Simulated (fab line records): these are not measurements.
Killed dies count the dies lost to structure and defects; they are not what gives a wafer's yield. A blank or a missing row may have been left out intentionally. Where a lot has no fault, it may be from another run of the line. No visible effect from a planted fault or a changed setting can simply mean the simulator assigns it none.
Which tool is to blame?    flow berkeleyCmos170    Sampling: 7 lots, 21 wafers, 2 of 331 route steps

## WHAT EACH GAUGE READ, for each wafer
UCB170_SDANNEAL_RS_MEAS_02: uses a four-point probe to measure.
lot   measured      on            PSD_RS (ohm/sq)
L296  day 8 22:30   filmMetro-04  75.7 75.2 75.5
L294  day 8 22:41   filmMetro-03  75.3 75.7 75.3
L300  day 9 02:40   filmMetro-02  75.3 75.3 75.1
L301  day 9 11:01   filmMetro-03  75.4 75.5 75.7
L310  day 12 02:52  filmMetro-02  75.6 75.2 75.6
L309  day 12 02:54  filmMetro-03  76.8 77.2 77.3
L316  day 14 03:46  filmMetro-03  75.8 75.8 75.6

## TOOL THAT RAN EACH LOT (tool first, then ch and the chambers of the sampled wafers, then the start)
lot   UCB170_PSD_IMPLANT_08
L296  implanter-03 ch 0, day 8 17:47
L294  implanter-04 ch 0, day 8 17:29
L300  implanter-03 ch 0, day 8 23:25
L301  implanter-01 ch 0, day 9 07:51
L310  implanter-03 ch 0, day 11 17:41
L309  implanter-04 ch 0, day 11 17:37
L316  implanter-01 ch 0, day 13 22:35
- UCB170_PSD_IMPLANT_08

## THE ANSWER, worked out from the rows above alone
Rule: the usual values come from the lots themselves. Put in order of their means at a reading, lots are off if they are a third of the lots or fewer, leave a main group of 4 or more, and stand apart from it by a gap of 3 or more times the standard deviation of the main group's means; of several such gaps the widest counts. The tables above print the reading to a certain number of digits; a main group whose means all agree to those digits is not used. Also off: a lot with no number at a reading for which 4 or more lots have one. The other lots that the step has rows for count as sound.
Off: L309, at UCB170_SDANNEAL_RS_MEAS_02 (PSD_RS). The main group: mean 75.5 ohm/sq, standard deviation 0.15.
A tool fits if, at a process step before that reading, it ran every lot that is off, and no sound lot after the first of them. The gauges at UCB170_SDANNEAL_RS_MEAS_02 are tried like those tools. One fits: UCB170_PSD_IMPLANT_08 on implanter-04. Its last sound lot is L294 (day 8 17:29), its first lot that is off L309 (day 11 17:37): a fault that began between those two fits.

## WHAT WAS PUT IN BY THE SIMULATOR
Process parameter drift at UCB170_PSD_IMPLANT_08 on implanter-04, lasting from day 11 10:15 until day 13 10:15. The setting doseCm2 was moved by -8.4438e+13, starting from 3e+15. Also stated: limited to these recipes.
Struck lots among those shown: L309. This agrees with what the rule above found.
